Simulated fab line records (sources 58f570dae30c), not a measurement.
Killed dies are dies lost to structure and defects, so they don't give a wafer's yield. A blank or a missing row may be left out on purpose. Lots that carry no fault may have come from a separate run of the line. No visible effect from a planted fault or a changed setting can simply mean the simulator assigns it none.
Which tool did it? + flow berkeleyCmos170 + 15 lots with 45 wafers sampled at 4 steps, on a route of 331 steps

== WHAT EACH GAUGE READ, for each wafer ==
UCB170_NVT_OVL_MEAS_06. Usual: NVT_OVL 6 nm, standard deviation 5.2.
| lot  | measured    | on         | NVT_OVL (nm) | flag |
|------|-------------|------------|--------------|------|
| L381 | day 5 10:28 | overlay-02 | 8 2 4        |      |
| L383 | day 5 21:24 | overlay-02 | -1 -5 -1     |      |
| L384 | day 5 21:41 | overlay-01 | 5 3 9        |      |
| L386 | day 6 18:16 | overlay-02 | 5 -4 3       |      |
| L388 | day 6 18:54 | overlay-01 | 5 5 6        |      |
| L387 | day 6 18:55 | overlay-02 | 7 11 5       |      |
| L391 | day 7 06:27 | overlay-01 | -1 1 3       |      |
| L393 | day 7 13:22 | overlay-02 | 4 8 7        |      |
| L394 | day 7 13:55 | overlay-02 | 8 10 5       |      |
| L396 | day 8 15:25 | overlay-02 | 7 4 8        |      |
| L401 | day 9 00:19 | overlay-01 | 6 8 7        |      |
| L402 | day 9 16:01 | overlay-01 | 10 7 7       |      |
| L400 | day 9 16:06 | overlay-01 | 0 1 2        |      |
| L403 | day 9 22:07 | overlay-02 | 5 2 4        |      |
| L404 | day 9 22:23 | overlay-02 | -6 -1 2      |      |

UCB170_SDANNEAL_RS_MEAS_02: the measuring method here is four-point-probe. Usual: PSD_RS 75.7 ohm/sq, standard deviation 0.31.
| lot  | measured     | on           | PSD_RS (ohm/sq) | flag |
|------|--------------|--------------|-----------------|------|
| L381 | day 6 20:01  | filmMetro-01 | 75.4 75.2 74.9  |      |
| L383 | day 7 04:21  | filmMetro-01 | 75.4 75.0 75.8  |      |
| L384 | day 7 04:40  | filmMetro-03 | 75.4 75.2 75.2  |      |
| L386 | day 7 22:44  | filmMetro-03 | 75.4 75.4 75.6  |      |
| L388 | day 7 23:20  | filmMetro-01 | 75.7 75.8 75.6  |      |
| L387 | day 8 00:00  | filmMetro-02 | 75.6 75.7 75.6  |      |
| L391 | day 8 09:58  | filmMetro-02 | 75.4 75.5 75.3  |      |
| L393 | day 8 17:38  | filmMetro-02 | 76.4 75.8 76.0  |      |
| L394 | day 8 17:17  | filmMetro-03 | 76.1 76.0 76.1  |      |
| L396 | day 9 17:25  | filmMetro-02 | 75.7 75.8 75.8  |      |
| L401 | day 10 05:19 | filmMetro-03 | 75.3 75.7 75.6  |      |
| L402 | day 10 22:25 | filmMetro-02 | 75.7 75.8 75.5  |      |
| L400 | day 10 22:45 | filmMetro-03 | 75.2 75.5 75.7  |      |
| L403 | day 10 22:17 | filmMetro-03 | 75.3 75.4 75.5  |      |
| L404 | day 11 01:52 | filmMetro-02 | 75.9 75.9 75.9  |      |

== WHICH TOOL RAN EACH LOT (tool, then ch and the chambers of the sampled wafers, then the start) ==
| lot  | UCB170_NSD_PEB_04                | UCB170_SDANNEAL_RTA_00          |
|------|----------------------------------|---------------------------------|
| L381 | lithoTrack-03 ch 0, day 6 17:44  | rtpAnneal-02 ch 0, day 6 19:49  |
| L383 | lithoTrack-03 ch 0, day 7 02:27  | rtpAnneal-01 ch 0, day 7 04:13  |
| L384 | lithoTrack-04 ch 0, day 7 02:33  | rtpAnneal-02 ch 0, day 7 04:32  |
| L386 | lithoTrack-03 ch 0, day 7 20:20  | rtpAnneal-02 ch 0, day 7 22:37  |
| L388 | lithoTrack-04 ch 0, day 7 20:52  | rtpAnneal-01 ch 0, day 7 23:11  |
| L387 | lithoTrack-03 ch 0, day 7 21:24  | rtpAnneal-02 ch 0, day 7 23:51  |
| L391 | lithoTrack-03 ch 0, day 8 08:12  | rtpAnneal-01 ch 0, day 8 09:50  |
| L393 | lithoTrack-01 ch 0, day 8 14:53  | rtpAnneal-01 ch 0, day 8 17:29  |
| L394 | lithoTrack-03 ch 0, day 8 14:25  | rtpAnneal-02 ch 0, day 8 17:10  |
| L396 | lithoTrack-04 ch 0, day 9 15:17  | rtpAnneal-01 ch 0, day 9 17:17  |
| L401 | lithoTrack-03, day 10 03:20      | rtpAnneal-02 ch 0, day 10 05:10 |
| L402 | lithoTrack-03, day 10 20:29      | rtpAnneal-02 ch 0, day 10 22:18 |
| L400 | lithoTrack-03, day 10 20:47      | rtpAnneal-01 ch 0, day 10 22:35 |
| L403 | lithoTrack-04 ch 0, day 10 20:32 | rtpAnneal-01 ch 0, day 10 22:08 |
| L404 | lithoTrack-04 ch 0, day 11 00:02 | rtpAnneal-02 ch 0, day 11 01:44 |
- UCB170_NSD_PEB_04
- UCB170_SDANNEAL_RTA_00: time 10 s.

== AS READ BY THE TOOLS THEMSELVES (means over the sampled wafers that have a number; for cases with no such wafer, the mark the record gives instead) ==
UCB170_NSD_PEB_04. Usual: chillPlateTempC 23.00 C, standard deviation 0.1; exhaustPa 45.0 Pa, standard deviation 0.85.
| lot  | tool          | chillPlateTempC (C) | exhaustPa (Pa) | flag |
|------|---------------|---------------------|----------------|------|
| L381 | lithoTrack-03 | 23.01               | 45.3           |      |
| L383 | lithoTrack-03 | 23.00               | 44.6           |      |
| L384 | lithoTrack-04 | 23.08               | 44.3           |      |
| L386 | lithoTrack-03 | 22.93               | 45.3           |      |
| L388 | lithoTrack-04 | 22.88               | 45.3           |      |
| L387 | lithoTrack-03 | 23.08               | 44.1           |      |
| L391 | lithoTrack-03 | 23.01               | 45.6           |      |
| L393 | lithoTrack-01 | 23.01               | 46.1           |      |
| L394 | lithoTrack-03 | 22.91               | 44.5           |      |
| L396 | lithoTrack-04 | 22.90               | 43.3           |      |
| L401 | lithoTrack-03 | -                   | -              | OFF  |
| L402 | lithoTrack-03 | -                   | -              | OFF  |
| L400 | lithoTrack-03 | -                   | -              | OFF  |
| L403 | lithoTrack-04 | 22.94               | 44.4           |      |
| L404 | lithoTrack-04 | 23.00               | 45.7           |      |

UCB170_SDANNEAL_RTA_00. Usual: lampPowerPct 24.3 %, standard deviation 1.7; wafer_temp_C_max 904.0, standard deviation 0.94.
| lot  | tool         | lampPowerPct (%) | wafer_temp_C_max | flag |
|------|--------------|------------------|------------------|------|
| L381 | rtpAnneal-02 | 22.4             | 903.4            |      |
| L383 | rtpAnneal-01 | 25.9             | 903.8            |      |
| L384 | rtpAnneal-02 | 22.4             | 903.0            |      |
| L386 | rtpAnneal-02 | 22.4             | 903.2            |      |
| L388 | rtpAnneal-01 | 25.9             | 904.9            |      |
| L387 | rtpAnneal-02 | 22.4             | 903.8            |      |
| L391 | rtpAnneal-01 | 25.9             | 904.8            |      |
| L393 | rtpAnneal-01 | 25.9             | 904.7            |      |
| L394 | rtpAnneal-02 | 22.4             | 903.4            |      |
| L396 | rtpAnneal-01 | 25.9             | 904.1            |      |
| L401 | rtpAnneal-02 | 22.4             | 904.0            |      |
| L402 | rtpAnneal-02 | 22.4             | 902.7            |      |
| L400 | rtpAnneal-01 | 25.9             | 904.4            |      |
| L403 | rtpAnneal-01 | 25.9             | 904.7            |      |
| L404 | rtpAnneal-02 | 22.4             | 903.7            |      |

== THE ANSWER, worked out from the rows above alone ==
Rule: take the mean of a lot's wafers that have a number; if it is more than 3 standard deviations from the usual mean, the lot is off. Also off: a lot with no number at a reading for which 4 or more lots have one. Where the step has rows for the other lots, those lots are counted as sound. The gauges are gone through in route order, then the tools' own readings, and for those a lot's mean is taken as printed above. At the first step where some lot is off, the reading lying furthest off is the one used; lots without a number count as furthest.
Off: L401, L402, L400, at UCB170_NSD_PEB_04 (chillPlateTempC). Without a number there: L401, L402, L400.
If a tool, at that step or one of the process steps before it, ran each lot that is off and ran no sound lot following the first of them, it fits. One fits: UCB170_NSD_PEB_04 on lithoTrack-03. Its last sound lot is L394 (day 8 14:25), its first lot that is off L401 (day 10 03:20): a fault that began between those two fits.
Blank at UCB170_NSD_PEB_04 on the lots that are off, where sound lots have numbers: chillPlateTempC, exhaustPa.

== WHAT THE SIMULATOR HAD INSERTED ==
At UCB170_NSD_PEB_04, the step was skipped entirely on lithoTrack-03 from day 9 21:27 on. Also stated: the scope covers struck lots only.
Lots struck among those shown: L401, L402, L400. The same result came from the rule above.
